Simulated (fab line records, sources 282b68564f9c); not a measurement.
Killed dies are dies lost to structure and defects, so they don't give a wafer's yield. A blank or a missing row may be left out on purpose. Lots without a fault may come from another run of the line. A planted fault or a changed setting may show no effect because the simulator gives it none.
Which tool did it? | flow rit_cmos | 15 lots, 45 wafers sampled, at 1 step of a route of 202

WHAT THE GAUGES READ, wafer by wafer
The record holds no reading of a measuring or inspecting step that can be judged against a usual standard deviation.

WHICH TOOL RAN EACH LOT (tool, then ch and the chambers of the sampled wafers, then the start)
lot  | RIT_NSD_EXPOSE_03
L325 | iline_stepper-02 ch 0, day 2 22:20
L327 | iline_stepper-01 ch 0, day 3 10:21
L329 | iline_stepper-01 ch 0, day 3 18:19
L330 | iline_stepper-01 ch 0, day 3 23:39
L331 | iline_stepper-02 ch 0, day 4 04:05
L333 | iline_stepper-01 ch 0, day 4 15:18
L334 | iline_stepper-02 ch 0, day 4 20:40
L335 | iline_stepper-02 ch 0, day 4 23:41
L336 | iline_stepper-01 ch 0, day 5 07:08
L337 | iline_stepper-02 ch 0, day 5 10:07
L341 | iline_stepper-01 ch 0, day 6 07:40
L344 | iline_stepper-01, day 6 22:45
L345 | iline_stepper-02, day 7 03:07
L346 | iline_stepper-01, day 7 08:46
L348 | iline_stepper-02 ch 0, day 7 17:58
- RIT_NSD_EXPOSE_03: exposes mask M9, target cd 40700 nm.

WHAT THE TOOLS THEMSELVES READ (means of the sampled wafers that have a number; where no wafer has one, the mark that the record gives instead)
RIT_NSD_EXPOSE_03.
lot  | tool             | exposure_dose_mJ_cm2 | focus_offset_nm (nm) | stage_vel_mm_s (mm/s)
L325 | iline_stepper-02 | 249.62               | 0.4                  | 499.80
L327 | iline_stepper-01 | 250.08               | -0.5                 | 499.83
L329 | iline_stepper-01 | 249.93               | 0.6                  | 499.95
L330 | iline_stepper-01 | 250.02               | 0.1                  | 500.25
L331 | iline_stepper-02 | 250.35               | 0.3                  | 499.79
L333 | iline_stepper-01 | 250.21               | 0.4                  | 500.35
L334 | iline_stepper-02 | 249.84               | 0.7                  | 500.00
L335 | iline_stepper-02 | 249.83               | -0.4                 | 500.30
L336 | iline_stepper-01 | 250.26               | -0.3                 | 500.12
L337 | iline_stepper-02 | 250.18               | -0.2                 | 499.71
L341 | iline_stepper-01 | 249.83               | -0.5                 | 500.23
L344 | iline_stepper-01 | -                    | -                    | -
L345 | iline_stepper-02 | -                    | -                    | -
L346 | iline_stepper-01 | -                    | -                    | -
L348 | iline_stepper-02 | 250.43               | 0.3                  | 500.19

THE ANSWER, worked out from the rows above alone
Rule: what is usual is taken from the lots themselves. Put in order of their means at a reading, lots are off if they are a third of the lots or fewer, leave a main group of 4 or more, and stand apart from it by a gap of 3 or more times the standard deviation of the main group's means; of several such gaps the widest counts. A main group whose means are all the same, to the digits that the tables above print for the reading, isn't used. A lot without any number at a reading at which 4 lots or more have one is off too. The other lots that the step has rows for count as sound. The gauges are gone through in route order, then the tools' own readings, and for those a lot's mean is taken as printed above. The first step at which some lot is off is used, and at that step the reading that is off furthest; a lot without a number counts as furthest.
Off: L344, L345, L346, at RIT_NSD_EXPOSE_03 (exposure_dose_mJ_cm2). Without a number there: L344, L345, L346. The main group: mean 250.05, standard deviation 0.24.
A tool fits if, at that step or a process step before it, it ran every lot that is off, and no sound lot after the first of them. None of those tried fits.

WHAT THE SIMULATOR HAD PUT IN
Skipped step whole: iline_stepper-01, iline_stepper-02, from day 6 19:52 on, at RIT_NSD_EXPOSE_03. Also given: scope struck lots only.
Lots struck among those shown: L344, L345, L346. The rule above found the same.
